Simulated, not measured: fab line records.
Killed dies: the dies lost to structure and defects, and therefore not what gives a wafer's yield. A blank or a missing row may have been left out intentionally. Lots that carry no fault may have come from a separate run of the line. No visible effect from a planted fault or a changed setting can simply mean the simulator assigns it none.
Which tool did it? -- flow rit-cmos -- 7 lots, 21 wafers sampled, at 2 steps of a route of 202

## WHAT EACH GAUGE READ, for each wafer
RIT_ACTIVE_THK_MEAS_02.
lot,measured,on,ACTIVE_OXIDE_THK (nm)
L495,day 1 19:00,film-metro-02,46.4 46.8 46.6
L502,day 3 07:47,film-metro-02,31.8 31.0 31.3
L504,day 3 15:36,film-metro-01,31.0 31.8 31.5
L510,day 4 20:42,film-metro-02,45.3 45.8 45.2
L513,day 5 13:25,film-metro-02,46.5 46.7 46.5
L515,day 5 21:47,film-metro-02,47.1 46.9 47.0
L517,day 6 07:03,film-metro-02,47.0 46.6 46.1

## WHICH TOOL RAN EACH LOT (tool, then ch and the chambers of the sampled wafers, then the start)
lot,RIT_ACTIVE_OXIDATION_01
L495,"furnace-04 ch 0, day 1 17:04"
L502,"furnace-01 ch 0, day 3 05:51"
L504,"furnace-01 ch 0, day 3 13:40"
L510,"furnace-04 ch 0, day 4 18:46"
L513,"furnace-04 ch 0, day 5 11:29"
L515,"furnace-04 ch 0, day 5 19:52"
L517,"furnace-03 ch 0, day 6 05:07"
- RIT_ACTIVE_OXIDATION_01: target thk 46.8 nm, ox time 3360 s.

## THE ANSWER, worked out from the rows above alone
Rule: the usual values come from the lots themselves. Put in order of their means at a reading, lots are off if they are a third of the lots or fewer, leave a main group of 4 or more, and stand apart from it by a gap of 3 or more times the standard deviation of the main group's means; of several such gaps the widest counts. Not used: any main group whose means are identical at the precision the tables above print for the reading. A lot without any number at a reading at which 4 lots or more have one is off too. All remaining lots with rows at the step are treated as sound.
Off: L502, L504, at RIT_ACTIVE_THK_MEAS_02 (ACTIVE_OXIDE_THK). The main group: mean 46.4 nm, standard deviation 0.53.
If a tool, at a process step before that reading, ran all the lots that are off and no sound lot after the first of them, it fits. Gauges at RIT_ACTIVE_THK_MEAS_02: tried the same way as those tools. One fits: furnace-01 at RIT_ACTIVE_OXIDATION_01. It ran no sound lot before its first lot that is off in this sample, so the start can't be narrowed down.

## WHAT THE SIMULATOR PUT IN
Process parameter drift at RIT_ACTIVE_OXIDATION_01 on furnace-01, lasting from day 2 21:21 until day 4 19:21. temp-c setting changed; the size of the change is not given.
Lots struck among those shown: L502, L504. This agrees with what the rule above found.
